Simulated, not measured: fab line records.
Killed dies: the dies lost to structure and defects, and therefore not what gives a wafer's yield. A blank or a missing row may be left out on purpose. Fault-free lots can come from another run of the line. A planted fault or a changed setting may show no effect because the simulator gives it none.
fab line records -- flow rit_cmos
record: lots: 13, wafers: 39, last_day: 8
route steps=202 shown GATE@84 M1@202
lots that met no fault: taken from a fault-free run of the same line
start_h: hours from the record's opening day to when the first of the lot's shown wafers began -- wait_h: hours from the lot's prior step to this one -- " unchanged from the row above -- L1.1+2: a row that stands for several wafers -- - no value present, or no start provided -- * or withheld: withheld -- < > ~ a bound
route shown NAME@n: names a module that has steps shown in the file, with the first one's number in the route -- usual: the fault-free wafers' mean and standard deviation -- same: alike in all rows -- chamber/n: place in a boat -- sites: the reading at each site -- _std_site: the values' standard deviation -- _edge_site: mean of outer sites minus mean of inner sites -- radius_mm: for every site, how far away it sits from the centre of the wafer -- mask NAME#n: copy n -- behind: the most recent tool/chamber to have shaped the wafer -- hold: what put the lot on hold/how long, in hours/how the hold closed -- device: which transistor (n, p or np) failed to switch -- end of line: tests run on the same wafers once the route is complete -- for a step that has no rows: nothing shown but its recipe -- killed: dies that structure and defects cost at the first sort, which is not the same as the wafer's yield -- map: the dies of a wafer, with x for killed, . for not killed, _ for no die there
set.NAME: the setting that was run; set.NAME@STEP: the one run at that earlier step -- model.NAME: the simulator's own value behind a step, which no gauge read
one table for each step of the route and one row for each wafer, over a sample of lots
services: when a tool's chamber went out of use (start_h, in hours from the record's first day, below 0 if earlier), for how many hours, and the reason
== steps ==
step: RIT_GATE_CVD_08
recipe: material: poly-Si, target_thk_nm: 250, temp_c: 610, precursor: SiH4, time_s: 2220, pressure_mtorr: 300, sih4_flow_sccm: 97.73
usual: pressure_mtorr: 300.0/0.64
lot.wafer,tool,chamber,start_h,wait_h,pressure_mtorr
L658.3,lpcvd-02,0,35.83,0.3,298.7
L658.4,lpcvd-02,0,35.83,0.3,299.7
L658.5,lpcvd-02,0,35.83,0.3,298.8
L659.4,lpcvd-01,0,40.99,0.0,300.5
L659.5,lpcvd-01,0,40.99,0.0,299.8
L659.6,lpcvd-01,0,40.99,0.0,300.0
L660.1,lpcvd-01,0,47.59,0.1,299.7
L660.5,lpcvd-01,0,47.59,0.1,298.4
L660.6,lpcvd-01,0,47.59,0.1,299.7
L662.2,lpcvd-02,0,60.01,0.0,300.8
L662.3,lpcvd-02,0,60.01,0.0,299.4
L662.4,lpcvd-02,0,60.01,0.0,300.7
L663.1,lpcvd-01,0,61.43,0.1,360.4
L663.4,lpcvd-01,0,61.43,0.1,360.4
L663.5,lpcvd-01,0,61.43,0.1,359.8
L671.1,lpcvd-02,0,102.98,0.2,300.9
L671.2,lpcvd-02,0,102.98,0.2,300.1
L671.5,lpcvd-02,0,102.98,0.2,300.3
L674.1,lpcvd-02,1,116.59,0.1,300.1
L674.2,lpcvd-02,1,116.59,0.1,300.3
L674.4,lpcvd-02,1,116.59,0.1,300.7
L676.1,lpcvd-01,0,129.55,0.1,300.7
L676.2,lpcvd-01,0,129.55,0.1,300.5
L676.4,lpcvd-01,0,129.55,0.1,299.9
L677.1,lpcvd-02,1,134.12,0.1,298.7
L677.5,lpcvd-02,1,134.12,0.1,298.4
L677.6,lpcvd-02,1,134.12,0.1,299.4
L678.1,lpcvd-02,0,139.64,0.1,300.4
L678.2,lpcvd-02,0,139.64,0.1,300.3
L678.6,lpcvd-02,0,139.64,0.1,299.7
L679.1,lpcvd-01,1,145.05,0.1,299.8
L679.3,lpcvd-01,1,145.05,0.1,300.4
L679.4,lpcvd-01,1,145.05,0.1,300.4
L680.1,lpcvd-02,0,148.78,0.1,299.8
L680.3,lpcvd-02,0,148.78,0.1,300.3
L680.5,lpcvd-02,0,148.78,0.1,299.1
L681.1,lpcvd-01,1,158.69,0.1,299.5
L681.3,lpcvd-01,1,158.69,0.1,299.9
L681.4,lpcvd-01,1,158.69,0.1,299.3
step: RIT_GATE_THK_MEAS_09
recipe: reads: poly-Si_of_GATE_CVD_08
usual: GATE_POLY_THK: 244.1/2.4
lot.wafer,tool,chamber,start_h,wait_h,hold,GATE_POLY_THK[nm]
L658.3,film_metro-02,-,37.47,0.0,-,241.0
L658.4,film_metro-02,-,37.47,0.0,-,242.3
L658.5,film_metro-02,-,37.47,0.0,-,240.7
L659.4,film_metro-03,-,42.64,0.0,-,246.6
L659.5,film_metro-03,-,42.64,0.0,-,248.9
L659.6,film_metro-03,-,42.64,0.0,-,248.5
L660.1,film_metro-03,-,49.21,0.0,-,247.8
L660.5,film_metro-03,-,49.21,0.0,-,246.5
L660.6,film_metro-03,-,49.21,0.0,-,248.0
L662.2,film_metro-03,-,61.64,0.0,-,242.1
L662.3,film_metro-03,-,61.64,0.0,-,243.7
L662.4,film_metro-03,-,61.64,0.0,-,241.7
L663.1,film_metro-01,-,63.05,0.0,await_dispo/0.2h/release,267.7
L663.4,film_metro-01,-,63.05,0.0,await_dispo/0.2h/release,267.4
L663.5,film_metro-01,-,63.05,0.0,await_dispo/0.2h/release,264.2
L663.1,film_metro-01,-,63.27,0.2,-,267.2
L663.4,film_metro-01,-,63.27,0.2,-,267.5
L663.5,film_metro-01,-,63.27,0.2,-,264.2
L671.1,film_metro-01,-,104.59,0.0,-,242.1
L671.2,film_metro-01,-,104.59,0.0,-,240.1
L671.5,film_metro-01,-,104.59,0.0,-,241.6
L674.1,film_metro-01,-,118.21,0.0,-,243.6
L674.2,film_metro-01,-,118.21,0.0,-,244.0
L674.4,film_metro-01,-,118.21,0.0,-,243.7
L676.1,film_metro-03,-,131.17,0.0,-,242.1
L676.2,film_metro-03,-,131.17,0.0,-,241.4
L676.4,film_metro-03,-,131.17,0.0,-,242.9
L677.1,film_metro-02,-,136.55,0.0,-,240.9
L677.5,film_metro-02,-,136.55,0.0,-,242.5
L677.6,film_metro-02,-,136.55,0.0,-,243.3
L678.1,film_metro-02,-,141.25,0.0,-,243.4
L678.2,film_metro-02,-,141.25,0.0,-,242.7
L678.6,film_metro-02,-,141.25,0.0,-,243.6
L679.1,film_metro-01,-,146.67,0.0,-,246.1
L679.3,film_metro-01,-,146.67,0.0,-,244.8
L679.4,film_metro-01,-,146.67,0.0,-,245.1
L680.1,film_metro-01,-,150.40,0.0,-,243.6
L680.3,film_metro-01,-,150.40,0.0,-,243.3
L680.5,film_metro-01,-,150.40,0.0,-,243.6
L681.1,film_metro-03,-,160.30,0.0,-,241.9
L681.3,film_metro-03,-,160.30,0.0,-,241.3
L681.4,film_metro-03,-,160.30,0.0,-,241.4
step: RIT_GATE_ETCH_19
recipe: chemistry: SF6/CHF3/O2, time_s: 158.5, SF6_flow_sccm: 30, CHF3_flow_sccm: 30, O2_flow_sccm: 5, target: poly-Si, pressure_mtorr: 40, rf_w: 160, target_depth_a: 3125, over_etch_frac: 0.25, stop_on: SiO2
usual: drypump_motor_current_A: 5.7/0.59, oes_product_au: 0.857/0.014, throttle_valve_pct: 10.27/0.19
lot.wafer,tool,chamber,start_h,wait_h,drypump_motor_current_A,oes_product_au,rf_hours_counter_h,throttle_valve_pct
L658.3,rie_si-02,1,38.79,0.1,4.8,0.846,70,10.29
L658.4,rie_si-02,0,38.79,0.1,6.2,0.849,32,10.18
L658.5,rie_si-02,3,38.79,0.1,5.6,0.848,-,10.62
L659.4,rie_si-01,2,43.89,0.1,6.5,0.851,123,10.17
L659.5,rie_si-01,3,43.89,0.1,6.5,0.873,-,10.29
L659.6,rie_si-01,0,43.89,0.1,5.4,0.897,-,10.39
L660.1,rie_si-02,1,50.42,0.1,4.8,0.858,70,10.28
L660.5,rie_si-02,1,50.42,0.1,4.8,0.853,-,10.30
L660.6,rie_si-02,0,50.42,0.1,6.2,0.859,-,10.17
L662.2,rie_si-02,2,62.85,0.1,5.4,0.843,2,10.27
L662.3,rie_si-02,0,62.85,0.1,6.3,0.844,33,10.17
L662.4,rie_si-02,1,62.85,0.1,4.8,0.842,-,10.30
L663.1,rie_si-01,3,66.39,0.1,6.5,0.917,145,10.28
L663.4,rie_si-01,2,66.39,0.1,6.5,0.906,123,10.19
L663.5,rie_si-01,0,66.39,0.1,5.4,0.933,-,10.39
L671.1,rie_si-01,0,105.89,0.1,5.4,0.876,9,10.41
L671.2,rie_si-01,1,105.89,0.1,5.1,0.836,2,9.92
L671.5,rie_si-01,0,105.89,0.1,5.4,0.874,-,10.41
L674.1,rie_si-02,1,119.56,0.1,4.8,0.852,70,10.29
L674.2,rie_si-02,3,119.56,0.1,5.6,0.849,4,10.60
L674.4,rie_si-02,0,119.56,0.1,6.2,0.852,33,10.17
L676.1,rie_si-02,0,132.38,0.1,6.2,0.842,33,10.19
L676.2,rie_si-02,3,132.38,0.1,5.6,0.856,4,10.62
L676.4,rie_si-02,2,132.38,0.1,5.4,0.854,3,10.25
L677.1,rie_si-01,1,137.89,0.1,5.1,0.837,2,9.92
L677.5,rie_si-01,1,137.89,0.1,5.1,0.833,-,9.93
L677.6,rie_si-01,2,137.89,0.1,6.5,0.855,-,10.18
L678.1,rie_si-02,3,142.47,0.1,5.6,0.851,4,10.61
L678.2,rie_si-02,1,142.47,0.1,4.8,0.842,70,10.29
L678.6,rie_si-02,0,142.47,0.1,6.2,0.853,-,10.16
L679.1,rie_si-01,2,147.88,0.1,6.5,0.854,124,10.21
L679.3,rie_si-01,1,147.88,0.1,5.1,0.851,2,9.92
L679.4,rie_si-01,0,147.88,0.1,5.3,0.880,-,10.41
L680.1,rie_si-02,3,151.71,0.1,5.6,0.854,4,10.62
L680.3,rie_si-02,1,151.71,0.1,4.8,0.849,70,10.29
L680.5,rie_si-02,0,151.71,0.1,6.2,0.860,-,10.17
L681.1,rie_si-01,2,161.52,0.1,6.5,0.849,124,10.19
L681.3,rie_si-01,3,161.52,0.1,6.5,0.860,0,10.27
L681.4,rie_si-01,1,161.52,0.1,5.1,0.849,2,9.93
step: RIT_M1_PROBE_99
usual: killed_at_contacts: 0.1/0.3, killed_at_front_end: 7/3.4, killed_dies: 7/3.4, killed_open: 3.6/2.1, killed_short: 3.5/2.1
same: gross_dies: 264, killed_at_M0_to_M3: 0, killed_at_M4_up: 0, killed_at_back_side: 0, killed_at_other: 0
lot.wafer,tool,chamber,start_h,wait_h,killed_at_contacts,killed_at_front_end,killed_dies,killed_open,killed_short
L663.1,prober-02,-,89.92,0.1,0,3,3,1,2
L663.4,prober-02,-,90.07,0.2,1,3,4,2,2
L663.5,prober-02,-,90.12,0.2,0,4,4,3,1
killed by level:class
L663.1 GATE:geometric_particle:short=2 SILICIDE:geometric_particle:open=1
L663.4 FOX2:geometric_particle:open=1 SPACER:geometric_particle:open=1 SPACER:geometric_particle:short=1 CONTACT:geometric_particle:short=1
L663.5 GATE:geometric_particle:open=2 FOX2:geometric_particle:open=1 FOX2:geometric_particle:short=1
== services ==
tool,chamber,start_h,hours,kind
rie_si-02,3,40.43,29.2,repair
rie_si-02,2,121.25,5.6,repair
rie_si-01,3,130.18,-,clean
rie_si-01,3,130.18,25.5,scheduled_down
rie_si-01,3,130.18,25.5,vent_cycle
== key ==
first_sign: step: RIT_GATE_CVD_08, reading: pressure_mtorr, direction: up, sigmas: 94, usual: 300.0, struck: 360.2
effect: step: RIT_GATE_THK_MEAS_09, reading: visit, direction: added
effect: step: RIT_GATE_THK_MEAS_09, reading: GATE_POLY_THK, direction: up, sigmas: 9.2, usual: 244.1, struck: 266.4
effect: step: RIT_GATE_ETCH_19, reading: oes_product_au, direction: up, sigmas: 4.5, usual: 0.857, struck: 0.919
met_at RIT_GATE_CVD_08
struck_lots L663
struck_wafers L663.1,L663.4,L663.5
tester_left_out L663
onset_between 47.59 61.43
fault: kind: process_parameter_drift, tool: lpcvd-01, chamber: 0, onset_h: 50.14, steps: RIT_GATE_CVD_08, channel: pressure_mtorr, offset: 60, shape: step, end_h: 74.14, acts_in: these_recipes_only, stated: 300
tester_left_out: of these lots the tester's yield and bins aren't shown, on N5 and GAA mostly nor the transistor test; their killed dies are dies lost to structure and defects alone, not to doping, threshold or leakage, so they don't give the yield
